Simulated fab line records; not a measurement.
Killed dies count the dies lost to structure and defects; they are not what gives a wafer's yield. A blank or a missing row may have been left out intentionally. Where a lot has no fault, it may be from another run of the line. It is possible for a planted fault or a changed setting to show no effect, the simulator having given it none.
Split-lot trial -- flow ritCmos -- route with 202 steps; 5 lots, 23 wafers read

== SPLIT DETAILS ==
At RIT_GATE_CVD_08 (deposits poly-Si from SiH4, target thk 250 nm, time 2220 s), the setting tempC was moved away from the recipe's 610 C on 20 of the 23 wafers read, by -2.9% to +2.2%. The other wafers ran this setting at the recipe's value.

== FROM THE SPLIT TO THE READING: what the file shows between them, 3 steps ==
- RIT_GATE_THK_MEAS_09
- RIT_GATE_DEVELOP_15: develop time 50 s (also split here: developTimeS)
- RIT_GATE_HARDBAKE_18: time 60 s

== THE READING ==
oesProductAu, in a.u., at RIT_GATE_ETCH_19 (etches poly-Si in SF6/CHF3/O2, stops on SiO2, time 165 s, target depth 312.5 nm). Fault-free wafers of this fab line usually give 0.846 a.u., standard deviation 0.018 a.u.

wafer,"tool, chamber at the split","tempC as run, C",against the recipe,"oesProductAu, a.u.",against lot-mates on the recipe
L075.1,"-, -",601.2,-1.4%,0.733,no lot-mate on the recipe
L075.3,"-, -",601.2,-1.4%,0.729,no lot-mate on the recipe
L075.4,"-, -",601.2,-1.4%,0.745,no lot-mate on the recipe
L075.5,"-, -",601.2,-1.4%,0.714,no lot-mate on the recipe
L075.6,"-, -",601.2,-1.4%,0.733,no lot-mate on the recipe
L076.1,"-, -",592.6,-2.9%,0.632,no lot-mate on the recipe
L076.2,"-, -",592.6,-2.9%,0.653,no lot-mate on the recipe
L076.3,"-, -",592.6,-2.9%,0.644,no lot-mate on the recipe
L076.4,"-, -",592.6,-2.9%,0.629,no lot-mate on the recipe
L076.5,"-, -",592.6,-2.9%,0.622,no lot-mate on the recipe
L079.1,"-, -",601.1,-1.5%,0.727,no lot-mate on the recipe
L079.2,"-, -",601.1,-1.5%,0.741,no lot-mate on the recipe
L079.3,"-, -",601.1,-1.5%,0.731,no lot-mate on the recipe
L079.5,"-, -",601.1,-1.5%,0.752,no lot-mate on the recipe
L079.6,"-, -",601.1,-1.5%,0.722,no lot-mate on the recipe
L082.1,"-, -",623.3,+2.2%,0.942,no lot-mate on the recipe
L082.2,"-, -",623.3,+2.2%,1.041,no lot-mate on the recipe
L082.3,"-, -",623.3,+2.2%,0.977,no lot-mate on the recipe
L082.4,"-, -",623.3,+2.2%,1.000,no lot-mate on the recipe
L082.6,"-, -",623.3,+2.2%,0.948,no lot-mate on the recipe
L085.1,"lpcvd-01, 1",610,recipe,0.864,-
L085.5,"lpcvd-01, 1",610,recipe,0.851,-
L085.6,"lpcvd-01, 1",610,recipe,0.885,-

THE FIT
A straight line over all 23 wafers: oesProductAu changes by +0.0698 a.u. for each +1% of tempC; r = +0.98; the points scatter about the line by 0.024 a.u.
Too few moved wafers have a lot-mate on the recipe to fit a line with each lot's own level taken away.

== THE WHOLE CHAIN: every reading that the file lists as answering this split, in the file's order ==
step,what it does,reading,change (the file's fit),r (the file's)
RIT_GATE_CVD_08,"deposits poly-Si from SiH4, target thk 250 nm, time 2220 s","poly-Si_of_GATE_CVD_08.thkNm (the simulator's own value, which no gauge read)",+35.5 nm for each +1% of the setting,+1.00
RIT_GATE_THK_MEAS_09,,GATE_POLY_THK,+35.5 for each +1% of the setting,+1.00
RIT_GATE_ETCH_19,"etches poly-Si in SF6/CHF3/O2, stops on SiO2, time 165 s, target depth 312.5 nm",oesProductAu,+0.0697 a.u. for each +1% of the setting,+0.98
RIT_GATE_ETCH_19,"etches poly-Si in SF6/CHF3/O2, stops on SiO2, time 165 s, target depth 312.5 nm","GATE.featureDepthNm (the simulator's own value, which no gauge read)",+29.5 nm for each +1% of the setting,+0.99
RIT_GATE_ETCH_19,"etches poly-Si in SF6/CHF3/O2, stops on SiO2, time 165 s, target depth 312.5 nm","etch.depthNm (the simulator's own value, which no gauge read)",+29.5 nm for each +1% of the setting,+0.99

== FILE'S OWN FIT ==
oesProductAu changes by +0.0697 a.u. for each +1% of tempC, r = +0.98.
